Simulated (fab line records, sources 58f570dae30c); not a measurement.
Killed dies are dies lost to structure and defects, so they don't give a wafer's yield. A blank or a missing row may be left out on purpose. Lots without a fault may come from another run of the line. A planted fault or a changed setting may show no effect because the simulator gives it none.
A struck lot beside a sound one | flow berkeley_cmos170 | 22 steps out of a route of 331
Sound: wafers L899.2, L899.3, L899.5. Struck: wafers L910.2, L910.3, L910.5. The cause comes at the end.
At each step with rows: each side's tool, then ch and its chambers, then its first start. Under that, the readings that differ: sound wafers | struck wafers | difference of the means | sigmas: that difference in standard deviations of wafers without a fault.
alike: readings whose means differ by less than 2 such deviations, and words and numbers that are the same on both sides. not compared: withheld readings, readings that some wafer has no value for, bounds like >300 that may hide the same value, and numbers for which the record gives no deviation and whose values overlap.
The two part at a step that has a row with sigmas, a row that says differs or no value, or rows on one side only. Numbers that don't overlap but have no deviation are shown without sigmas and don't part them. A reading that every wafer of one side lacks parts them only if that side has two wafers or more.

UCB170_M2_SPUTTER_01: material Al, target thk 900 nm, time 120 s.
  sound on pvd_sputter-04, day 9 18:23; struck on pvd_sputter-03, day 13 00:36
  alike: throttle_valve_pct
UCB170_M2_RS_MEAS_02: measures by four-point-probe.
  sound on film_metro-02, day 9 18:31; struck on film_metro-04, day 13 00:42
  reading           | sound                   | struck                  | difference | sigmas
  M2_AL_RS (ohm/sq) | 0.03211 0.03186 0.03159 | 0.03259 0.03261 0.03239 | +0.00068   | +2
UCB170_M2_THK_MEAS_03: measures by xrf.
  sound on film_metro-02, day 9 18:38; struck on film_metro-04, day 13 00:49
  alike: M2_AL_THK
then, 3 steps without rows for these wafers: UCB170_M2_HMDS_04 (prime time 60 s); UCB170_M2_COAT_05 (resist thk 900 nm); UCB170_M2_SOFTBAKE_06 (time 60 s).
UCB170_M2_STRIP_07: strips in O2.
  sound on plasma_asher-04 ch 1, day 9 19:08; struck on plasma_asher-03 ch 0,1, day 13 01:19
  alike: chamber_pressure_mTorr, drypump_motor_current_A, oes_product_au, strip_time_to_endpoint_s
  not compared: rf_hours_counter_h
then, 3 steps without rows for these wafers: UCB170_M2_STRIP_08 (strips KrF in DMSO, time 600 s); UCB170_M2_COAT_09; UCB170_M2_COAT_10 (resist thk 900 nm).
UCB170_M2_SOFTBAKE_11: time 62.5 s.
  sound on litho_track-01 ch 0; struck on litho_track-01 ch 0
  alike: plate_sensor_t_centre_C, plate_sensor_t_edge_C
then, 1 step without rows for these wafers: UCB170_M2_EXPOSE_12 (exposes mask METAL2, target cd 700 nm).
UCB170_M2_PEB_13:
  sound on litho_track-04 ch 0, day 9 20:07; struck on litho_track-01 ch 0, day 13 02:22
then, 1 step without rows for these wafers: UCB170_M2_DEVELOP_14 (develop time 45 s).
UCB170_M2_CD_MEAS_15: target cd 700 nm.
  sound on cd_sem-01, day 9 20:23; struck on cd_sem-02, day 13 02:38
  reading    | sound             | struck            | difference | sigmas
  cd_nm (nm) | 698.8 699.5 699.0 | 682.9 682.6 684.1 | -15.9      | -10
UCB170_M2_OVL_MEAS_16:
  sound on overlay-01, day 9 20:30; struck on overlay-02, day 13 02:45
  alike: M2_OVL
UCB170_M2_ETCH_17: etches BARC in N2/H2.
  sound on rie_diel-02 ch 0,1,2, day 9 20:32; struck on rie_diel-04 ch 0,2, day 13 02:47
  reading             | sound           | struck            | difference | sigmas
  model.M2.cd_nm (nm) | 698.9 699.3 699 | 683.5 682.7 684.4 | -15.5      |
  alike: chamber_pressure_mTorr, drypump_motor_current_A, oes_product_au, throttle_valve_pct
UCB170_M2_METAL_ETCH_18: etches Al in Cl2/BCl3, stops on SiO2, target depth 1170 nm, time 189.4 s.
  sound on rie_metal-01 ch 0, day 9 20:34; struck on rie_metal-03 ch 1, day 13 02:49
  reading                      | sound             | struck            | difference | sigmas
  he_backside_leak_sccm (sccm) | 3.67 3.48 3.42    | 3.08 3.17 3.17    | -0.38      | -2
  model.M2.cd_nm (nm)          | 698.3 701.2 697.8 | 686.4 683.8 689.2 | -12.6      |
  alike: chamber_pressure_mTorr, drypump_motor_current_A, oes_product_au, throttle_valve_pct
  not compared: rf_hours_counter_h
UCB170_M2_STRIP_19: strips in O2.
  sound on plasma_asher-01 ch 0,1, day 9 20:46; struck on plasma_asher-03 ch 1, day 13 03:04
  alike: chamber_pressure_mTorr, drypump_motor_current_A, oes_product_au
  not compared: rf_hours_counter_h
UCB170_M2_CD_MEAS_90: target cd 700 nm.
  sound on cd_sem-01, day 9 20:53; struck on cd_sem-01, day 13 03:11
  reading    | sound             | struck            | difference | sigmas
  cd_nm (nm) | 698.3 701.2 697.9 | 686.6 683.6 689.4 | -12.6      | -5
UCB170_V2_CVD_00: deposits SiO2 from TEOS/O2, target thk 2000 nm, time 250 s.
  sound on pecvd-01 ch 0,1, day 9 20:59; struck on pecvd-04 ch 0,2, day 13 03:17
  alike: heater_power_w, pressure_mtorr
UCB170_M3_PROBE_99:
  the record has rows for the struck wafers here (prober-02, day 13 13:19) and none for the sound ones

WHERE THEY PART
First at UCB170_M2_RS_MEAS_02; last, within this record, at UCB170_M3_PROBE_99.

WHY: what the simulator had put in
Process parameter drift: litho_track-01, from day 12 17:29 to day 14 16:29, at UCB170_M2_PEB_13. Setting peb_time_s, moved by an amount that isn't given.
